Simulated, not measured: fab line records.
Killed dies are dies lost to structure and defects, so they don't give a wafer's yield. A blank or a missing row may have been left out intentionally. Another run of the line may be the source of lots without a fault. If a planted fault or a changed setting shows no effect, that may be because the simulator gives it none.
fab line records	flow rit_cmos
record: lots: 5	wafers: 15	last_day: 6
route steps=202 shown SILICIDE@163 CONTACT@168 M1@184
lots that met no fault: from a run of the same line without faults
start_h: hours from the record's first day to the start of the lot's first wafer shown	wait_h: hours elapsed since this lot's preceding step	" repeats the value in the row above	L1.1+2: a single row standing in for several wafers	- no value, or no start given	* or withheld: withheld	< > ~ a bound
route shown NAME@n: a module of which the file shows steps, and the number in the route of the first	usual: average and standard deviation across the fault-free wafers	same: alike in all rows	chamber/n: place in a boat	sites: per-site readings	_std_site: standard deviation of those values	_edge_site: the outer-site mean with the inner-site mean subtracted	radius_mm: for every site, how far away it sits from the centre of the wafer	mask NAME#n: copy n	behind: the most recent tool/chamber to have shaped the wafer	hold: the reason the lot was held/the length of the hold in hours/how it ended	device: the n, p or np transistor that did not switch	end of line: the tests these same wafers got at the end of their route	a step given without rows: its recipe and nothing more	killed: not the wafer's yield, but the dies lost to structure and defects at the first sort	map: per-die view of a wafer (x killed, . not killed, _ where there is no die)
set.NAME: the setting as run; set.NAME@STEP: as run at that earlier step	model.NAME: the simulator's own value behind a step, which no gauge read
a table for each step, a row for each wafer; lots at some steps of the route
services: the hour from which a tool's chamber was out of use, counted from the record's first day as start_h (under 0 if before that day), plus the number of hours and why
== steps ==
step: RIT_SILICIDE_RS_MEAS_02
recipe: thk_meas_gauge: four-point-probe	reads: Ti_of_SILICIDE_SPUTTER_01
usual: SILICIDE_TI_RS: 50.9/0.73
lot.wafer	tool	chamber	start_h	wait_h	SILICIDE_TI_RS[ohm/sq]
L075.3	film_metro-02	-	57.71	0.1	50.5
L075.4	"	-	"	"	50.5
L075.6	"	-	"	"	50.5
L079.1	film_metro-04	-	77.04	0.1	51.1
L079.3	"	-	"	"	51.2
L079.5	"	-	"	"	51.0
L081.1	film_metro-04	-	88.32	0.1	51.5
L081.3	"	-	"	"	51.3
L081.5	"	-	"	"	51.4
L083.1	film_metro-01	-	95.27	0.1	52.0
L083.2	"	-	"	"	52.5
L083.4	"	-	"	"	51.8
L090.1	film_metro-01	-	132.45	0.1	50.6
L090.5	"	-	"	"	50.6
L090.6	"	-	"	"	50.7
step: RIT_SILICIDE_THK_MEAS_03
recipe: thk_meas_gauge: xrf	reads: Ti_of_SILICIDE_SPUTTER_01
usual: SILICIDE_TI_THK: 28.6/0.33
lot.wafer	tool	chamber	start_h	wait_h	SILICIDE_TI_THK[nm]
L075.3	film_metro-02	-	57.81	0.1	28.5
L075.4	"	-	"	"	28.4
L075.6	"	-	"	"	28.3
L079.1	film_metro-04	-	77.16	0.1	28.6
L079.3	"	-	"	"	28.6
L079.5	"	-	"	"	28.7
L081.1	film_metro-04	-	88.44	0.1	28.5
L081.3	"	-	"	"	28.5
L081.5	"	-	"	"	28.5
L083.1	film_metro-01	-	95.39	0.1	28.1
L083.2	"	-	"	"	27.8
L083.4	"	-	"	"	28.1
L090.1	film_metro-01	-	132.57	0.1	28.7
L090.5	"	-	"	"	28.9
L090.6	"	-	"	"	28.8
step: RIT_SILICIDE_RTA_04
recipe: temp_c: 650	time_s: 10	idle_temp_c: 25	ramp_up_s: 5	ramp_down_s: 5	cool_to_c: 25	ambient: N2
usual: chamber_o2_ppm: 1.997/0.018	wafer_temp_C_max: 653.1/1.2
lot.wafer	tool	chamber	start_h	wait_h	chamber_o2_ppm	wafer_temp_C_max
L075.3	rtp_anneal-01	0	57.88	0.1	2.013	653.9
L075.4	"	0	"	"	1.978	653.9
L075.6	"	0	"	"	1.996	653.4
L079.1	rtp_anneal-01	0	77.22	0.1	1.990	654.6
L079.3	"	0	"	"	1.987	656.2
L079.5	"	0	"	"	1.991	653.4
L081.1	rtp_anneal-01	0	88.50	0.1	1.992	654.1
L081.3	"	0	"	"	1.986	653.7
L081.5	"	0	"	"	1.984	653.7
L083.1	rtp_anneal-01	0	95.45	0.1	1.984	655.7
L083.2	"	0	"	"	1.977	653.2
L083.4	"	0	"	"	2.012	654.4
L090.1	rtp_anneal-02	0	132.63	0.1	2.020	652.5
L090.5	"	0	"	"	1.962	652.2
L090.6	"	0	"	"	2.017	652.0
step: RIT_SILICIDE_WET_ETCH_05
recipe: chemistry: SPM	target: Ti	temp_c: 90	time_s: 120	dry: n2_spin
lot.wafer	tool	chamber	start_h	wait_h
L075.3+4+6	wet_bench-03	3	57.92	0.0
L079.1+3+5	wet_bench-04	3	77.29	0.1
L081.1+3+5	wet_bench-01	0	88.56	0.1
L083.1+2+4	wet_bench-01	3	95.51	0.1
L090.1+5+6	wet_bench-01	3	132.70	0.1
step: RIT_SILICIDE_RTA_06
recipe: temp_c: 750	time_s: 10	idle_temp_c: 25	ramp_up_s: 5	ramp_down_s: 10	cool_to_c: 25	ambient: N2
usual: chamber_o2_ppm: 2.002/0.022	wafer_temp_C_max: 753.5/1.3
lot.wafer	tool	chamber	start_h	wait_h	chamber_o2_ppm	wafer_temp_C_max
L075.3	rtp_anneal-02	0	57.98	0.0	2.015	751.9
L075.4	"	0	"	"	1.985	752.3
L075.6	"	0	"	"	1.997	753.4
L079.1	rtp_anneal-02	0	77.33	0.0	2.022	752.4
L079.3	"	0	"	"	1.983	751.7
L079.5	"	0	"	"	1.963	752.4
L081.1	rtp_anneal-02	0	88.61	0.0	2.008	751.4
L081.3	"	0	"	"	2.003	752.0
L081.5	"	0	"	"	1.980	751.5
L083.1	rtp_anneal-02	0	95.55	0.0	1.981	751.5
L083.2	"	0	"	"	1.979	752.9
L083.4	"	0	"	"	1.948	753.3
L090.1	rtp_anneal-01	0	132.74	0.0	2.024	754.0
L090.5	"	0	"	"	1.978	754.4
L090.6	"	0	"	"	2.008	754.8
step: RIT_CONTACT_CVD_00
recipe: material: SiO2	target_thk_nm: 400	precursor: TEOS	temp_c: 390	time_s: 61	rf_w: 400
usual: heater_power_w: 372/70
lot.wafer	tool	chamber	start_h	wait_h	heater_power_w
L075.3	pecvd-03	2	58.03	0.0	304
L075.4	"	0	"	"	267
L075.6	"	1	"	"	468
L079.1	pecvd-02	0	77.40	0.1	350
L079.3	"	2	"	"	320
L079.5	"	2	"	"	352
L081.1	pecvd-03	2	88.67	0.1	288
L081.3	"	0	"	"	340
L081.5	"	0	"	"	348
L083.1	pecvd-01	0	95.62	0.1	449
L083.2	"	1	"	"	314
L083.4	"	1	"	"	324
L090.1	pecvd-02	0	132.81	0.1	346
L090.5	"	1	"	"	501
L090.6	"	0	"	"	261
step: RIT_CONTACT_THK_MEAS_01
recipe: reads: SiO2_of_CONTACT_CVD_00
usual: CONTACT_TEOS_THK: 401/5.2
lot.wafer	tool	chamber	start_h	wait_h	CONTACT_TEOS_THK[nm]
L075.3	film_metro-04	-	58.10	0.0	398
L075.4	"	-	"	"	404
L075.6	"	-	"	"	404
L079.1	film_metro-01	-	77.45	0.0	399
L079.3	"	-	"	"	397
L079.5	"	-	"	"	403
L081.1	film_metro-01	-	88.72	0.0	400
L081.3	"	-	"	"	400
L081.5	"	-	"	"	402
L083.1	film_metro-03	-	95.67	0.0	397
L083.2	"	-	"	"	401
L083.4	"	-	"	"	401
L090.1	film_metro-03	-	132.86	0.0	397
L090.5	"	-	"	"	408
L090.6	"	-	"	"	404
step: RIT_CONTACT_HMDS_02
recipe: prime_time_s: 60	prime_temp_c: 140
lot.wafer	tool	chamber	start_h	wait_h
L075.3+4+6	litho_track-01	0	58.19	0.1
L079.1+3+5	litho_track-03	0	77.51	0.1
L081.1+3+5	litho_track-03	0	88.89	0.2
L083.1+2+4	litho_track-01	0	95.73	0.1
L090.1+5+6	litho_track-01	0	133.06	0.2
step: RIT_CONTACT_COAT_03
recipe: resist: NOVOLAK	spin_rpm: 3250	resist_thk_nm: 1000
lot.wafer	tool	chamber	start_h	wait_h
L075.3+4+6	litho_track-01	0	58.34	0.1
L079.1+3+5	litho_track-03	0	77.66	0.1
L081.1+3+5	litho_track-03	0	89.04	0.1
L083.1+2+4	litho_track-01	0	95.88	0.1
L090.1+5+6	litho_track-01	0	133.21	0.1
step: RIT_CONTACT_SOFTBAKE_04
recipe: resist: NOVOLAK	temp_c: 90	time_s: 60
lot.wafer	tool	chamber	start_h	wait_h
L075.3+4+6	litho_track-01	0	58.49	0.1
L079.1+3+5	litho_track-03	0	77.81	0.1
L081.1+3+5	litho_track-03	0	89.19	0.1
L083.1+2+4	litho_track-01	0	96.03	0.1
L090.1+5+6	litho_track-01	0	133.36	0.1
step: RIT_CONTACT_EXPOSE_05
recipe: mask_id: M11	na: 0.6	source_shape: conventional	sigma_outer: 0.5	target_cd_nm: 1000	dose_mj: 250
usual: reticle_temp_C: 22.98/0.098
lot.wafer	tool	chamber	start_h	wait_h	mask	reticle_temp_C
L075.3	iline_stepper-01	0	58.65	0.1	M11#0	22.89
L075.4	"	0	"	"	M11#0	22.95
L075.6	"	0	"	"	M11#0	23.06
L079.1	iline_stepper-02	0	77.96	0.1	M11#0	22.93
L079.3	"	0	"	"	M11#0	22.98
L079.5	"	0	"	"	M11#0	23.07
L081.1	iline_stepper-02	0	89.34	0.1	M11#0	23.12
L081.3	"	0	"	"	M11#0	23.08
L081.5	"	0	"	"	M11#0	23.18
L083.1	iline_stepper-02	0	96.20	0.1	M11#0	23.03
L083.2	"	0	"	"	M11#0	22.93
L083.4	"	0	"	"	M11#0	23.08
L090.1	iline_stepper-02	0	133.51	0.1	M11#0	23.11
L090.5	"	0	"	"	M11#0	22.94
L090.6	"	0	"	"	M11#0	23.04
step: RIT_CONTACT_PEB_06
recipe: resist: NOVOLAK	temp_c: withheld	time_s: withheld
lot.wafer	tool	chamber	start_h	wait_h
L075.3+4+6	litho_track-03	0	58.78	0.1
L079.1+3+5	litho_track-01	0	78.07	0.1
L081.1+3+5	litho_track-04	0	89.45	0.1
L083.1+2+4	litho_track-01	0	96.32	0.1
L090.1+5+6	litho_track-04	0	133.63	0.1
step: RIT_CONTACT_DEVELOP_07
recipe: resist: NOVOLAK	develop_time_s: 120	dev_temp_c: 23.39
lot.wafer	tool	chamber	start_h	wait_h
L075.3+4+6	litho_track-03	0	-	-
L079.1+3+5	litho_track-01	0	-	-
L081.1+3+5	litho_track-04	0	-	-
L083.1+2+4	litho_track-01	0	-	-
L090.1+5+6	litho_track-04	0	-	-
step: RIT_CONTACT_CD_MEAS_08
recipe: target_cd_nm: 1000
usual: cd_nm: 999.7/1.7
lot.wafer	tool	chamber	start_h	wait_h	cd_nm
L075.3	cd_sem-02	-	59.17	-	999.4
L075.4	"	-	"	"	997.4
L075.6	"	-	"	"	997.8
L079.1	cd_sem-01	-	78.47	-	999.4
L079.3	"	-	"	"	998.1
L079.5	"	-	"	"	996.9
L081.1	cd_sem-01	-	89.85	-	1001.4
L081.3	"	-	"	"	1002.0
L081.5	"	-	"	"	999.3
L083.1	cd_sem-01	-	96.72	-	1000.7
L083.2	"	-	"	"	1000.0
L083.4	"	-	"	"	1001.6
L090.1	cd_sem-02	-	134.03	-	999.6
L090.5	"	-	"	"	999.4
L090.6	"	-	"	"	999.3
step: RIT_CONTACT_OVL_MEAS_09
usual: CONTACT_OVL: 0.1/1.4
lot.wafer	tool	chamber	start_h	wait_h	CONTACT_OVL[nm]
L075.3	overlay-02	-	59.26	0.1	-0.5
L075.4	"	-	"	"	-1.9
L075.6	"	-	"	"	-0.8
L079.1	overlay-01	-	78.59	0.1	0.4
L079.3	"	-	"	"	-0.4
L079.5	"	-	"	"	-1.1
L081.1	overlay-02	-	89.97	0.1	-1.4
L081.3	"	-	"	"	-2.3
L081.5	"	-	"	"	-1.2
L083.1	overlay-02	-	96.84	0.1	0.6
L083.2	"	-	"	"	0.7
L083.4	"	-	"	"	0.9
L090.1	overlay-02	-	134.15	0.1	-0.4
L090.5	"	-	"	"	0.4
L090.6	"	-	"	"	1.1
step: RIT_CONTACT_HARDBAKE_10
recipe: resist: NOVOLAK	temp_c: 140	time_s: 60
lot.wafer	tool	chamber	start_h	wait_h
L075.3+4+6	litho_track-01	0	59.33	0.1
L079.1+3+5	litho_track-04	0	78.63	0.0
L081.1+3+5	litho_track-04	0	90.01	0.0
L083.1+2+4	litho_track-01	0	96.87	0.0
L090.1+5+6	litho_track-04	0	134.19	0.0
step: RIT_CONTACT_ETCH_11
recipe: target_depth_a: 4800	over_etch_frac: 0.2	stop_on: TiSi2	chemistry: CHF3/CF4/Ar	target: SiO2	CHF3_flow_sccm: 50	cf4_flow_sccm: 10	Ar_flow_sccm: 100	O2_flow_sccm: 5	pressure_mtorr: 100	rf_w: 200	time_s: 320
usual: CHF3_flow_sccm: 50.00/0.15	drypump_motor_current_A: 5.7/0.33	oes_product_au: 0.991/0.015	throttle_valve_pct: 8.96/0.14
lot.wafer	tool	chamber	start_h	wait_h	CHF3_flow_sccm	drypump_motor_current_A	oes_product_au	rf_hours_counter_h	throttle_valve_pct
L075.3	rie_diel-03	0	59.43	0.1	49.80	5.3	1.029	115	8.97
L075.4	"	1	"	"	50.18	5.9	0.991	125	9.02
L075.6	"	1	"	"	50.13	5.9	0.990	-	9.01
L079.1	rie_diel-03	3	78.78	0.1	50.22	5.9	0.971	44	8.92
L079.3	"	1	"	"	50.24	5.9	0.985	126	9.03
L079.5	"	3	"	"	50.07	5.9	0.974	-	8.93
L081.1	rie_diel-04	1	90.16	0.1	50.03	6.0	0.991	29	8.66
L081.3	"	3	"	"	49.76	4.9	0.985	111	8.77
L081.5	"	0	"	"	49.82	5.7	0.961	-	9.05
L083.1	rie_diel-01	3	97.02	0.1	49.87	5.7	0.990	2	9.17
L083.2	"	2	"	"	49.93	5.6	1.000	7	8.89
L083.4	"	0	"	"	49.94	6.3	0.984	0	9.00
L090.1	rie_diel-03	3	134.34	0.1	49.97	5.9	0.972	45	8.91
L090.5	"	2	"	"	49.81	5.5	0.998	-	9.15
L090.6	"	3	"	"	50.24	5.9	0.970	-	8.94
step: RIT_CONTACT_STRIP_12
recipe: chemistry: O2	time_s: 180	resist: NOVOLAK	platen_temp_c: withheld	power_w: 500	pressure_mtorr: 4000	o2_flow_sccm: 4000
usual: drypump_motor_current_A: 5.57/0.29
lot.wafer	tool	chamber	start_h	wait_h	drypump_motor_current_A	rf_hours_counter_h
L075.3	plasma_asher-01	1	59.69	0.2	5.73	-
L075.4	"	0	"	"	5.19	-
L075.6	"	1	"	"	5.70	-
L079.1	plasma_asher-02	1	78.97	0.1	5.73	43
L079.3	"	0	"	"	5.78	-
L079.5	"	1	"	"	5.70	-
L081.1	plasma_asher-02	1	90.35	0.1	5.74	45
L081.3	"	1	"	"	5.74	-
L081.5	"	1	"	"	5.73	-
L083.1	plasma_asher-02	0	97.22	0.1	5.81	45
L083.2	"	1	"	"	5.71	45
L083.4	"	1	"	"	5.71	-
L090.1	plasma_asher-01	1	134.53	0.1	5.74	36
L090.5	"	0	"	"	5.20	-
L090.6	"	1	"	"	5.74	-
step: RIT_CONTACT_CD_MEAS_90
recipe: target_cd_nm: 1000
usual: cd_nm: 999.8/1.7
lot.wafer	tool	chamber	start_h	wait_h	cd_nm
L075.3	cd_sem-02	-	59.84	0.1	999.0
L075.4	"	-	"	"	997.7
L075.6	"	-	"	"	997.9
L079.1	cd_sem-01	-	79.15	0.1	999.4
L079.3	"	-	"	"	997.9
L079.5	"	-	"	"	997.0
L081.1	cd_sem-01	-	90.53	0.1	1001.2
L081.3	"	-	"	"	1002.7
L081.5	"	-	"	"	998.9
L083.1	cd_sem-02	-	97.39	0.1	1000.8
L083.2	"	-	"	"	1000.3
L083.4	"	-	"	"	1001.5
L090.1	cd_sem-02	-	134.81	0.2	999.2
L090.5	"	-	"	"	999.7
L090.6	"	-	"	"	999.3
step: RIT_CONTACT_CLEAN_13
recipe: chemistry: SC1	mix: 3:3:50	time_s: 600	temp_c: 75
lot.wafer	tool	chamber	start_h	wait_h
L075.3+4+6	wet_bench-02	1	59.92	0.1
L079.1+3+5	wet_bench-03	2	79.27	0.1
L081.1+3+5	wet_bench-04	0	90.65	0.1
L083.1+2+4	wet_bench-02	0	97.51	0.1
L090.1+5+6	wet_bench-03	3	134.93	0.1
step: RIT_CONTACT_CLEAN_14
recipe: chemistry: SC2	mix: 3:3:50	time_s: 600	temp_c: 75	dry: n2_spin
lot.wafer	tool	chamber	start_h	wait_h
L075.3+4+6	wet_bench-04	1	60.10	0.0
L079.1+3+5	wet_bench-03	1	79.48	0.0
L081.1+3+5	wet_bench-03	3	90.82	0.0
L083.1+2+4	wet_bench-03	1	97.69	0.0
L090.1+5+6	wet_bench-04	3	135.10	0.0
step: RIT_M1_SPUTTER_00
recipe: material: Al	target_thk_nm: 400	power_w: 2000	chamber_pressure_pa: 0.4	gas: Ar	time_s: 500	substrate_temp_c: 25
usual: throttle_valve_pct: 30.0/1.1
lot.wafer	tool	chamber	start_h	wait_h	throttle_valve_pct
L075.3	pvd_sputter-04	-	60.27	0.0	29.0
L075.4	"	-	"	"	31.3
L075.6	"	-	"	"	31.4
L079.1	pvd_sputter-03	-	79.69	0.0	28.6
L079.3	"	-	"	"	29.6
L079.5	"	-	"	"	29.9
L081.1	pvd_sputter-03	-	91.01	0.0	28.5
L081.3	"	-	"	"	30.9
L081.5	"	-	"	"	31.1
L083.1	pvd_sputter-03	-	97.92	0.0	28.5
L083.2	"	-	"	"	29.6
L083.4	"	-	"	"	29.0
L090.1	pvd_sputter-04	-	135.29	0.0	31.3
L090.5	"	-	"	"	31.2
L090.6	"	-	"	"	29.0
step: RIT_M1_RS_MEAS_01
recipe: thk_meas_gauge: four-point-probe	reads: Al_of_M1_SPUTTER_00
usual: M1_AL_RS: 0.0737/0.00071
lot.wafer	tool	chamber	start_h	wait_h	M1_AL_RS[ohm/sq]
L075.3	film_metro-03	-	60.61	0.2	0.0737
L075.4	"	-	"	"	0.0735
L075.6	"	-	"	"	0.0742
L079.1	film_metro-02	-	79.98	0.1	0.0725
L079.3	"	-	"	"	0.0732
L079.5	"	-	"	"	0.0739
L081.1	film_metro-02	-	91.31	0.1	0.0729
L081.3	"	-	"	"	0.0741
L081.5	"	-	"	"	0.0734
L083.1	film_metro-03	-	98.21	0.1	0.0737
L083.2	"	-	"	"	0.0746
L083.4	"	-	"	"	0.0743
L090.1	film_metro-04	-	135.59	0.1	0.0732
L090.5	"	-	"	"	0.0730
L090.6	"	-	"	"	0.0731
step: RIT_M1_THK_MEAS_02
recipe: thk_meas_gauge: xrf	reads: Al_of_M1_SPUTTER_00
usual: M1_AL_THK: 406/4.7
lot.wafer	tool	chamber	start_h	wait_h	M1_AL_THK[nm]
L075.3	film_metro-03	-	60.71	0.1	406
L075.4	"	-	"	"	407
L075.6	"	-	"	"	403
L079.1	film_metro-02	-	80.10	0.1	412
L079.3	"	-	"	"	409
L079.5	"	-	"	"	401
L081.1	film_metro-02	-	91.43	0.1	409
L081.3	"	-	"	"	401
L081.5	"	-	"	"	407
L083.1	film_metro-03	-	98.33	0.1	410
L083.2	"	-	"	"	403
L083.4	"	-	"	"	405
L090.1	film_metro-04	-	135.71	0.1	419
L090.5	"	-	"	"	421
L090.6	"	-	"	"	416
step: RIT_M1_HMDS_03
recipe: prime_time_s: 60	prime_temp_c: 140
lot.wafer	tool	chamber	start_h	wait_h
L075.3+4+6	litho_track-01	0	60.80	0.1
L079.1+3+5	litho_track-03	0	80.22	0.1
L081.1+3+5	litho_track-03	0	91.49	0.1
L083.1+2+4	litho_track-02	0	98.39	0.1
L090.1+5+6	litho_track-02	0	135.77	0.1
step: RIT_M1_COAT_04
recipe: resist: NOVOLAK	spin_rpm: 2000	resist_thk_nm: 1300
lot.wafer	tool	chamber	start_h	wait_h
L075.3+4+6	litho_track-01	0	60.95	0.1
L079.1+3+5	litho_track-03	0	80.37	0.1
L081.1+3+5	litho_track-03	0	91.64	0.1
L083.1+2+4	litho_track-02	0	98.54	0.1
L090.1+5+6	litho_track-02	0	135.92	0.1
step: RIT_M1_SOFTBAKE_05
recipe: resist: NOVOLAK	temp_c: 90	time_s: 60
lot.wafer	tool	chamber	start_h	wait_h
L075.3+4+6	litho_track-01	0	61.10	0.1
L079.1+3+5	litho_track-03	0	80.52	0.1
L081.1+3+5	litho_track-03	0	91.79	0.1
L083.1+2+4	litho_track-02	0	98.69	0.1
L090.1+5+6	litho_track-02	0	136.07	0.1
step: RIT_M1_EXPOSE_06
recipe: mask_id: M12	na: 0.6	source_shape: conventional	sigma_outer: 0.5	target_cd_nm: 2600	dose_mj: 250
usual: reticle_temp_C: 22.99/0.091
lot.wafer	tool	chamber	start_h	wait_h	mask	reticle_temp_C
L075.3	iline_stepper-02	0	61.24	0.1	M12#0	22.87
L075.4	"	0	"	"	M12#0	23.00
L075.6	"	0	"	"	M12#0	22.79
L079.1	iline_stepper-02	0	80.88	0.3	M12#0	22.94
L079.3	"	0	"	"	M12#0	23.04
L079.5	"	0	"	"	M12#0	23.08
L081.1	iline_stepper-02	0	91.94	0.1	M12#0	22.91
L081.3	"	0	"	"	M12#0	22.99
L081.5	"	0	"	"	M12#0	22.95
L083.1	iline_stepper-02	0	98.84	0.1	M12#0	23.07
L083.2	"	0	"	"	M12#0	22.99
L083.4	"	0	"	"	M12#0	22.89
L090.1	iline_stepper-01	0	136.22	0.1	M12#0	23.08
L090.5	"	0	"	"	M12#0	23.07
L090.6	"	0	"	"	M12#0	23.01
step: RIT_M1_PEB_07
recipe: resist: NOVOLAK	temp_c: withheld	time_s: withheld
lot.wafer	tool	chamber	start_h	wait_h
L075.3+4+6	litho_track-01	0	61.37	0.1
L079.1+3+5	litho_track-03	0	81.07	0.2
L081.1+3+5	litho_track-03	0	92.06	0.1
L083.1+2+4	litho_track-02	0	98.96	0.1
L090.1+5+6	litho_track-02	0	136.33	0.1
step: RIT_M1_DEVELOP_08
recipe: resist: NOVOLAK	develop_time_s: 68	dev_temp_c: 22.44
lot.wafer	tool	chamber	start_h	wait_h
L075.3+4+6	litho_track-01	0	-	-
L079.1+3+5	litho_track-03	0	-	-
L081.1+3+5	litho_track-03	0	-	-
L083.1+2+4	litho_track-02	0	-	-
L090.1+5+6	litho_track-02	0	-	-
step: RIT_M1_CD_MEAS_09
recipe: target_cd_nm: 2600
usual: cd_nm: 2600.4/2.1
lot.wafer	tool	chamber	start_h	wait_h	cd_nm
L075.3	cd_sem-02	-	61.67	-	2598.5
L075.4	"	-	"	"	2598.1
L075.6	"	-	"	"	2599.2
L079.1	cd_sem-02	-	81.38	-	2601.5
L079.3	"	-	"	"	2604.3
L079.5	"	-	"	"	2603.7
L081.1	cd_sem-01	-	92.37	-	2601.5
L081.3	"	-	"	"	2602.4
L081.5	"	-	"	"	2602.5
L083.1	cd_sem-02	-	99.27	-	2600.3
L083.2	"	-	"	"	2598.1
L083.4	"	-	"	"	2598.1
L090.1	cd_sem-02	-	136.65	-	2600.9
L090.5	"	-	"	"	2600.8
L090.6	"	-	"	"	2599.8
step: RIT_M1_OVL_MEAS_10
usual: M1_OVL: -0.3/1.5
lot.wafer	tool	chamber	start_h	wait_h	M1_OVL[nm]
L075.3	overlay-02	-	61.76	0.1	-0.4
L075.4	"	-	"	"	-0.8
L075.6	"	-	"	"	-2.2
L079.1	overlay-01	-	81.50	0.1	-0.7
L079.3	"	-	"	"	-1.4
L079.5	"	-	"	"	-1.3
L081.1	overlay-01	-	92.49	0.1	-1.5
L081.3	"	-	"	"	-0.8
L081.5	"	-	"	"	-3.2
L083.1	overlay-02	-	99.39	0.1	-1.4
L083.2	"	-	"	"	-1.3
L083.4	"	-	"	"	0.2
L090.1	overlay-01	-	136.77	0.1	-0.8
L090.5	"	-	"	"	-0.3
L090.6	"	-	"	"	-1.0
step: RIT_M1_HARDBAKE_11
recipe: resist: NOVOLAK	temp_c: 140	time_s: 120
lot.wafer	tool	chamber	start_h	wait_h
L075.3+4+6	litho_track-01	0	61.87	0.1
L079.1+3+5	litho_track-01	0	81.54	0.0
L081.1+3+5	litho_track-02	0	92.53	0.0
L083.1+2+4	litho_track-03	0	99.49	0.1
L090.1+5+6	litho_track-02	0	136.80	0.0
step: RIT_M1_METAL_ETCH_12
recipe: stop_on: SiO2	chemistry: Cl2/BCl3	target: Al	time_s: 165	over_etch_frac: 0.5	pressure_mtorr: 100	target_depth_a: 6000	rf_w: 250	Cl2_flow_sccm: 60	bcl3_flow_sccm: 50
usual: drypump_motor_current_A: 5.76/0.21	he_backside_leak_sccm: 3.3/0.35	oes_product_au: 0.774/0.016	throttle_valve_pct: 8.30/0.13
lot.wafer	tool	chamber	start_h	wait_h	drypump_motor_current_A	he_backside_leak_sccm	oes_product_au	rf_hours_counter_h	throttle_valve_pct
L075.3	rie_metal-03	0	62.09	0.2	5.69	3.5	0.768	-	8.35
L075.4	"	1	"	"	6.22	3.2	0.806	-	8.12
L075.6	"	0	"	"	5.72	3.3	0.773	-	8.34
L079.1	rie_metal-04	1	81.79	0.2	5.71	3.4	0.786	1	8.27
L079.3	"	0	"	"	5.73	3.2	0.777	-	8.41
L079.5	"	0	"	"	5.71	3.3	0.768	-	8.41
L081.1	rie_metal-03	1	92.78	0.2	6.19	3.0	0.808	3	8.12
L081.3	"	1	"	"	6.19	3.1	0.802	-	8.11
L081.5	"	0	"	"	5.70	3.4	0.773	-	8.34
L083.1	rie_metal-01	0	99.74	0.2	5.66	3.7	0.762	34	8.47
L083.2	"	1	"	"	5.56	3.3	0.734	36	8.18
L083.4	"	0	"	"	5.68	3.5	0.748	-	8.48
L090.1	rie_metal-03	0	137.05	0.2	5.69	3.3	0.774	3	8.34
L090.5	"	1	"	"	6.17	3.0	0.802	-	8.11
L090.6	"	0	"	"	5.68	3.4	0.774	-	8.34
step: RIT_M1_STRIP_13
recipe: chemistry: nmp	resist: NOVOLAK	temp_c: 80	time_s: 600	dry: n2_spin
lot.wafer	tool	chamber	start_h	wait_h
L075.3+4+6	wet_bench-01	0	62.20	0.1
L079.1+3+5	wet_bench-02	3	81.95	0.1
L081.1+3+5	wet_bench-02	2	92.94	0.1
L083.1+2+4	wet_bench-01	2	99.90	0.1
L090.1+5+6	wet_bench-02	2	137.21	0.1
step: RIT_M1_STRIP_14
recipe: chemistry: O2	time_s: 180	platen_temp_c: withheld	power_w: 500	pressure_mtorr: 4000	o2_flow_sccm: 4000
usual: drypump_motor_current_A: 5.8/0.62
lot.wafer	tool	chamber	start_h	wait_h	drypump_motor_current_A	rf_hours_counter_h
L075.3	plasma_asher-03	1	62.43	0.1	6.7	-
L075.4	"	0	"	"	6.4	-
L075.6	"	1	"	"	6.7	-
L079.1	plasma_asher-02	0	82.13	0.0	5.8	44
L079.3	"	0	"	"	5.8	-
L079.5	"	0	"	"	5.8	-
L081.1	plasma_asher-03	0	93.13	0.0	6.4	45
L081.3	"	1	"	"	6.7	-
L081.5	"	0	"	"	6.4	-
L083.1	plasma_asher-02	1	100.21	0.1	5.7	46
L083.2	"	0	"	"	5.8	46
L083.4	"	1	"	"	5.7	-
L090.1	plasma_asher-03	0	137.39	0.0	6.4	47
L090.5	"	1	"	"	6.7	-
L090.6	"	0	"	"	6.4	-
step: RIT_M1_CD_MEAS_90
recipe: target_cd_nm: 2600
usual: cd_nm: 2600.6/2.5
lot.wafer	tool	chamber	start_h	wait_h	cd_nm
L075.3	cd_sem-02	-	62.59	0.1	2596.3
L075.4	"	-	"	"	2597.8
L075.6	"	-	"	"	2597.7
L079.1	cd_sem-01	-	82.30	0.1	2600.4
L079.3	"	-	"	"	2605.4
L079.5	"	-	"	"	2605.6
L081.1	cd_sem-01	-	93.30	0.1	2602.2
L081.3	"	-	"	"	2603.6
L081.5	"	-	"	"	2602.0
L083.1	cd_sem-02	-	100.39	0.1	2598.8
L083.2	"	-	"	"	2598.9
L083.4	"	-	"	"	2598.6
L090.1	cd_sem-01	-	137.56	0.1	2600.9
L090.5	"	-	"	"	2602.0
L090.6	"	-	"	"	2598.9
step: RIT_M1_ANNEAL_15
recipe: temp_c: 447.2	time_s: 1800	ambient: forming_gas_H2N2
lot.wafer	tool	chamber	start_h	wait_h
L075.3+4+6	-	-	62.67	0.1
L079.1+3+5	-	-	82.64	0.3
L081.1+3+5	-	-	93.64	0.3
L083.1+2+4	-	-	102.40	2.0
L090.1+5+6	-	-	137.68	0.1
step: RIT_M1_BOW_MEAS_16
recipe: mode: bow
usual: M1_BOW: 17/6.9
lot.wafer	tool	chamber	start_h	wait_h	M1_BOW[um]
L075.3	film_metro-02	-	64.21	0.0	22
L075.4	"	-	"	"	20
L075.6	"	-	"	"	16
L079.1	film_metro-04	-	84.14	0.0	15
L079.3	"	-	"	"	21
L079.5	"	-	"	"	15
L081.1	film_metro-02	-	95.14	0.0	15
L081.3	"	-	"	"	23
L081.5	"	-	"	"	6
L083.1	film_metro-04	-	103.90	0.0	39
L083.2	"	-	"	"	14
L083.4	"	-	"	"	7
L090.1	film_metro-04	-	139.18	0.0	20
L090.5	"	-	"	"	20
L090.6	"	-	"	"	6
== services ==
tool	chamber	start_h	hours	kind
rie_metal-04	-	35.40	0.6	repair
pecvd-03	-	35.87	1.4	repair
wet_bench-02	-	38.63	5.0	repair
rie_metal-01	-	41.26	0.4	repair
rie_diel-01	0	55.11	2.8	repair
iline_stepper-02	-	56.60	4.4	pm
rie_metal-01	-	76.68	4.3	pm
iline_stepper-01	-	77.74	21.2	repair
wet_bench-04	-	78.48	3.8	repair
plasma_asher-02	-	91.14	0.5	repair
pecvd-02	2	92.21	18.7	repair
plasma_asher-03	-	93.48	28.1	pm
furnace-02	-	94.69	3.1	pm
furnace-02	-	97.78	4.6	pm
plasma_asher-02	-	104.86	3.3	repair
plasma_asher-02	-	105.39	0.4	repair
plasma_asher-02	-	108.81	9.0	pm
rie_diel-03	0	111.88	6.7	repair
pecvd-02	-	111.98	1.6	repair
iline_stepper-01	-	113.09	2.1	pm
pvd_sputter-04	-	116.17	3.9	repair
pecvd-03	-	126.90	6.0	pm
rie_diel-03	0	128.77	15.3	repair
iline_stepper-02	-	136.02	1.7	pm
== key ==
fault none
